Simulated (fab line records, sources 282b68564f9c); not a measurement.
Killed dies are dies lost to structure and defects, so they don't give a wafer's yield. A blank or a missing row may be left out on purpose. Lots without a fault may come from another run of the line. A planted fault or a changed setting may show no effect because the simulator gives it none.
A struck lot beside a sound one | flow rit_cmos | 35 steps out of a route of 202
Sound: wafers L979.1, L979.2, L979.6. Struck: wafers L974.2, L974.4, L974.6. The cause comes at the end.
At each step with rows: each side's tool, then ch and its chambers, then its first start. Under that, the readings that differ: sound wafers | struck wafers | difference of the means | sigmas: that difference in standard deviations of wafers without a fault.
alike: readings whose means differ by less than 2 such deviations, and words and numbers that are the same on both sides. not compared: withheld readings, readings that some wafer has no value for, bounds like >300 that may hide the same value, and numbers for which the record gives no deviation and whose values overlap.
The two part at a step that has a row with sigmas, a row that says differs or no value, or rows on one side only. Numbers that don't overlap but have no deviation are shown without sigmas and don't part them. A reading that every wafer of one side lacks parts them only if that side has two wafers or more.

RIT_PLDD_OVL_MEAS_06:
  sound on overlay-02, day 6 03:42; struck on overlay-02, day 5 06:32
  alike: PLDD_OVL
then, 2 steps without rows for these wafers: RIT_PLDD_HARDBAKE_07 (time 60 s); RIT_PLDD_IMPLANT_08.
RIT_PLDD_STRIP_09: strips in O2, time 180 s.
  sound on plasma_asher-01 ch 0,1, day 6 04:02; struck on plasma_asher-04 ch 1, day 5 06:52
  alike: drypump_motor_current_A, rf_refl_power_W
  not compared: rf_hours_counter_h
RIT_PLDD_TW_MEAS_10:
  sound on film_metro-02, day 6 04:13; struck on film_metro-03, day 5 07:03
  alike: PLDD_TW
then, 4 steps without rows for these wafers: RIT_SPACER_CLEAN_00 (cleans in SC1, time 600 s); RIT_SPACER_CLEAN_01 (cleans in dHF, time 30 s); RIT_SPACER_CLEAN_02 (cleans in SC2, time 600 s); RIT_SPACER_CVD_03 (deposits Si3N4 from SiH2Cl2/NH3, target thk 250 nm, time 3300 s).
RIT_SPACER_THK_MEAS_04:
  sound on film_metro-02, day 6 06:35; struck on film_metro-01, day 5 10:11
  alike: SPACER_NITRIDE_THK
RIT_SPACER_ETCHBACK_05: etches Si3N4 in SF6/CHF3, stops on SiO2, target depth 250 nm, time 240 s.
  sound on rie_diel-01 ch 0,2, day 6 06:39; struck on rie_diel-01 ch 0,3, day 5 10:14
  alike: drypump_motor_current_A, oes_product_au, rf_fwd_power_W, throttle_valve_pct
  not compared: rf_hours_counter_h
then, 1 step without rows for these wafers: RIT_NSD_HMDS_00 (prime time 60 s).
RIT_NSD_COAT_01: resist thk 1000 nm.
  sound on litho_track-02 ch 0, day 6 06:57; struck on litho_track-02, day 5 10:34
  no value came back on the struck wafers for chill_plate_temp_C (C), dispense_pressure_kPa (kPa), spin_speed_rpm (rpm); on the sound wafers chill_plate_temp_C (C) reads 23.12 23.13 22.93
then, 4 steps without rows for these wafers: RIT_NSD_SOFTBAKE_02 (time 60 s); RIT_NSD_EXPOSE_03 (exposes mask M9, target cd 40700 nm); RIT_NSD_PEB_04; RIT_NSD_DEVELOP_05 (develop time 50 s).
RIT_NSD_OVL_MEAS_06:
  sound on overlay-02, day 6 07:39; struck on overlay-02, day 5 11:22
  reading      | sound          | struck | difference                    | sigmas
  NSD_OVL (nm) | -0.5 -0.9 -2.0 | - - -  | no value on the struck wafers |
then, 2 steps without rows for these wafers: RIT_NSD_HARDBAKE_07 (time 60 s); RIT_NSD_IMPLANT_08.
RIT_NSD_STRIP_09: strips in O2, time 180 s.
  sound on plasma_asher-04 ch 0,1, day 6 07:59; struck on plasma_asher-02 ch 0,1, day 5 11:42
  alike: drypump_motor_current_A, rf_refl_power_W
  not compared: rf_hours_counter_h
RIT_NSD_TW_MEAS_10:
  sound on film_metro-03, day 6 08:10; struck on film_metro-02, day 5 11:53
  alike: NSD_TW
then, 6 steps without rows for these wafers: RIT_PSD_HMDS_00 (prime time 60 s); RIT_PSD_COAT_01 (resist thk 1000 nm); RIT_PSD_SOFTBAKE_02 (time 60 s); RIT_PSD_EXPOSE_03 (exposes mask M10, target cd 40900 nm); RIT_PSD_PEB_04; RIT_PSD_DEVELOP_05 (develop time 50 s).
RIT_PSD_OVL_MEAS_06:
  sound on overlay-02, day 6 09:11; struck on overlay-01, day 5 12:47
  alike: PSD_OVL
then, 2 steps without rows for these wafers: RIT_PSD_HARDBAKE_07 (time 60 s); RIT_PSD_IMPLANT_08.
RIT_PSD_STRIP_09: strips in O2, time 180 s.
  sound on plasma_asher-01 ch 0,1, day 6 09:32; struck on plasma_asher-03 ch 0,1, day 5 13:07
  alike: drypump_motor_current_A, rf_refl_power_W
  not compared: rf_hours_counter_h
RIT_PSD_TW_MEAS_10:
  sound on film_metro-02, day 6 09:42; struck on film_metro-03, day 5 13:19
  reading | sound          | struck         | difference | sigmas
  PSD_TW  | 3409 3398 3407 | 3660 3668 3656 | +257       | +11
then, 1 step without rows for these wafers: RIT_SDANNEAL_CLEAN_00 (cleans in SC1, time 600 s).
RIT_M1_PROBE_99:
  the record has rows for the struck wafers here (prober-01, day 5 21:42) and none for the sound ones

WHERE THEY PART
First at RIT_NSD_COAT_01; last, within this record, at RIT_M1_PROBE_99.

WHY: what the simulator had put in
Skipped step whole: litho_track-02, from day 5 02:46 on, at RIT_NSD_COAT_01. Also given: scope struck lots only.
